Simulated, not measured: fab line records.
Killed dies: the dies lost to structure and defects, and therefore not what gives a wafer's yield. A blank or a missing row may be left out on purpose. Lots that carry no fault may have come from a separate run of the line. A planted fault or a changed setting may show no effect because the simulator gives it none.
Tool commonality check + flow rit-cmos + 39 wafers sampled across 13 lots

== REASON FOR OPENING ==
2 of 13 lots carry a flag on the reading ACTIVE_OXIDE_THK at RIT_ACTIVE_THK_MEAS_02. No-fault wafers: 46.5 nm, standard deviation 0.8.
Rule: a lot is flagged in two cases, either no wafer of it has a number, or all its wafers with numbers fall more than 4 standard deviations from that mean. As for the other lots, they are considered sound.

| lot  | measured    | on            | ACTIVE_OXIDE_THK (nm), wafer by wafer | flag    |
|------|-------------|---------------|---------------------------------------|---------|
| L488 | day 1 13:00 | film-metro-03 | 46.2 46.3 46.2                        |         |
| L489 | day 1 19:02 | film-metro-03 | 45.5 45.4 45.9                        |         |
| L490 | day 1 22:24 | film-metro-04 | 46.2 46.4 46.8                        |         |
| L491 | day 2 04:28 | film-metro-03 | 46.8 47.9 47.2                        |         |
| L497 | day 3 12:14 | film-metro-03 | 46.4 46.3 47.1                        |         |
| L499 | day 3 19:04 | film-metro-04 | 32.8 33.0 31.4                        | FLAGGED |
| L501 | day 4 05:04 | film-metro-04 | 46.4 45.4 45.5                        |         |
| L502 | day 4 11:29 | film-metro-03 | 30.7 30.4 30.8                        | FLAGGED |
| L503 | day 4 15:04 | film-metro-01 | 45.9 45.5 46.0                        |         |
| L505 | day 5 01:05 | film-metro-01 | 46.7 46.0 46.6                        |         |
| L506 | day 5 06:04 | film-metro-04 | 46.7 46.3 46.8                        |         |
| L508 | day 5 16:03 | film-metro-01 | 46.7 46.5 47.4                        |         |
| L510 | day 6 02:05 | film-metro-04 | 46.6 45.9 45.9                        |         |
The numbers of the flagged lots are 31.5 nm on average: -15.0 nm against the usual, or -19 standard deviations.

== WHICH TOOL RAN EACH LOT ==
The record keeps 1 process step preceding the reading, out of 202 steps on the route. Every cell lists first the tool, next ch and the chambers used by the sampled wafers, and last the start.
| lot  | flag    | RIT_ACTIVE_OXIDATION_01      |
|------|---------|------------------------------|
| L488 |         | furnace-01 ch 0, day 1 11:03 |
| L489 |         | furnace-01 ch 0, day 1 17:06 |
| L490 |         | furnace-04 ch 0, day 1 20:28 |
| L491 |         | furnace-04 ch 0, day 2 02:32 |
| L497 |         | furnace-04 ch 0, day 3 10:17 |
| L499 | FLAGGED | furnace-01 ch 0, day 3 17:07 |
| L501 |         | furnace-04 ch 0, day 4 03:08 |
| L502 | FLAGGED | furnace-01 ch 0, day 4 09:33 |
| L503 |         | furnace-02 ch 0, day 4 13:07 |
| L505 |         | furnace-04 ch 0, day 4 23:09 |
| L506 |         | furnace-02 ch 0, day 5 04:07 |
| L508 |         | furnace-02 ch 0, day 5 14:07 |
| L510 |         | furnace-02 ch 0, day 6 00:07 |
What is done by these steps:
- RIT_ACTIVE_OXIDATION_01: target thk 46.8 nm, ox time 3360 s.
- RIT_ACTIVE_THK_MEAS_02

== FLAGGED AGAINST TOTAL, ONE TOOL AT A TIME (gauges that did the reading follow at the end) ==
| step                    | tool          | lots run | flagged | share of the flagged lots | sound lots run after its first flagged lot |
|-------------------------|---------------|----------|---------|---------------------------|--------------------------------------------|
| RIT_ACTIVE_OXIDATION_01 | furnace-01    | 4        | 2       | all                       | 0                                          |
| RIT_ACTIVE_OXIDATION_01 | furnace-02    | 4        | 0       | none                      | -                                          |
| RIT_ACTIVE_OXIDATION_01 | furnace-04    | 5        | 0       | none                      | -                                          |
| RIT_ACTIVE_THK_MEAS_02  | film-metro-01 | 3        | 0       | none                      | -                                          |
| RIT_ACTIVE_THK_MEAS_02  | film-metro-03 | 5        | 1       | some                      | 0                                          |
| RIT_ACTIVE_THK_MEAS_02  | film-metro-04 | 5        | 1       | some                      | 3 (L501,L506,L510)                         |

== WHAT THE TABLE ALLOWS ==
1 row of the table ran every flagged lot: furnace-01 at RIT_ACTIVE_OXIDATION_01.
- furnace-01 at RIT_ACTIVE_OXIDATION_01 ran 4 lots, 2 of them flagged. A fault beginning between L489 (day 1 17:06), its last sound lot, and L499 (day 3 17:07), its first flagged one, fits the data. Its own readings lie more than 4 standard deviations out on every wafer of the flagged lots: spike-tc-centre-C, spike-tc-load-C, spike-tc-source-C, tube-center-temp-C, tube_center_temp_C_max.
What remains is a single tool, furnace-01 at RIT_ACTIVE_OXIDATION_01.

== WHAT THE SIMULATOR HAD PUT IN ==
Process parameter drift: furnace-01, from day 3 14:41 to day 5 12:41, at RIT_ACTIVE_OXIDATION_01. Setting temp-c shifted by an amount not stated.
Shown lots that were struck: L499, L502. This agrees with what the rule above found.
